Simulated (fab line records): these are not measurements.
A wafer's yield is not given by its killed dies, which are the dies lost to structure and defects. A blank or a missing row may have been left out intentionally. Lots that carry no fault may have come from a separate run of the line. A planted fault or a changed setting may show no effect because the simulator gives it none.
8D (eight disciplines) problem report, filled in by code | flow rit_cmos | the parts of the form that need people (team, actions taken, sign-off) are left out

## 1. WHAT IS WRONG
Wafers without a fault read 34.56 W, standard deviation 0.053; heater_power_total_W at RIT_NRETRO_SOFTBAKE_02 reads a mean of 32.51 W on 6 wafers belonging to 2 lots. That is -39 standard deviations from the usual mean.
The step: time 60 s.
First seen on wafer L277.1, day 3 01:01, on litho_track-03. The record holds 42 wafers of 14 lots with a number at this step. The rule behind "out" and "out of limits": a value lying over 4 standard deviations away from the usual mean. The other wafers with a number count as sound.

## 2. WHAT IT IS AND WHAT IT IS NOT
question                    | is                                 | is not
which readings at this step | heater_power_total_W, plate_temp_C | -
which lots                  | L277, L279                         | L273, L274, L275, L276, L278, L287, L288, L291, L292, L293, L295, L296
which wafers of those lots  | all that have a number             | -
read on which tools         | litho_track-03                     | litho_track-02, litho_track-04
when                        | from day 3 01:01                   | up to then (12 sound wafers); but 24 sound wafers of L278, L287, L288, L291, L292, L293, L295, L296 came after

## 3. SUSPECTS, AND WHAT RULES EACH OUT
Counting: any tool at a process step up to the reading is kept as a suspect provided that every lot that is out went through it and no sound lot did after the first of them.
- litho_track-03 at RIT_NRETRO_SOFTBAKE_02 (time 60 s): kept. All lots that are out passed through it, beginning with L277 at day 3 01:01, and no sound lot followed; its final sound lot before that point was L276 at day 2 19:53. Its own heater_power_total_W, plate_temp_C readings are out on those wafers.
The count leaves litho_track-03 at RIT_NRETRO_SOFTBAKE_02.

## 4. THE CAUSE (what the simulator had put in)
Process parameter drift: litho_track-03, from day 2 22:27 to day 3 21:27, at RIT_NRETRO_SOFTBAKE_02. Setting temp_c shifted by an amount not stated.
The count eliminated every tool but this one.

## 5. THE CHAIN OF EFFECTS, in route order
Rows list readings where the struck wafers' mean (over those with a number) sits beyond 3 standard deviations from the usual. Scope: only readings with a usual standard deviation given in the record; hours: median across lots of the time from each lot's start at the first step in this table that gives one to its start at this step; sigmas: change in usual standard deviations.
hours | step                   | reading              | usual   | on struck wafers | change | sigmas
0     | RIT_NRETRO_SOFTBAKE_02 | heater_power_total_W | 34.56 W | 32.51            | -2.05  | -39
0     | RIT_NRETRO_SOFTBAKE_02 | plate_temp_C         | 89.98 C | 86.11            | -3.87  | -28
Process steps it contains:
- RIT_NRETRO_SOFTBAKE_02: time 60 s.

## 6. HOW IT WOULD HAVE BEEN CAUGHT EARLIER
3 hours passed between the start of the fault at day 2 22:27 and the first reading out of limits in this record, taken at day 3 01:01.
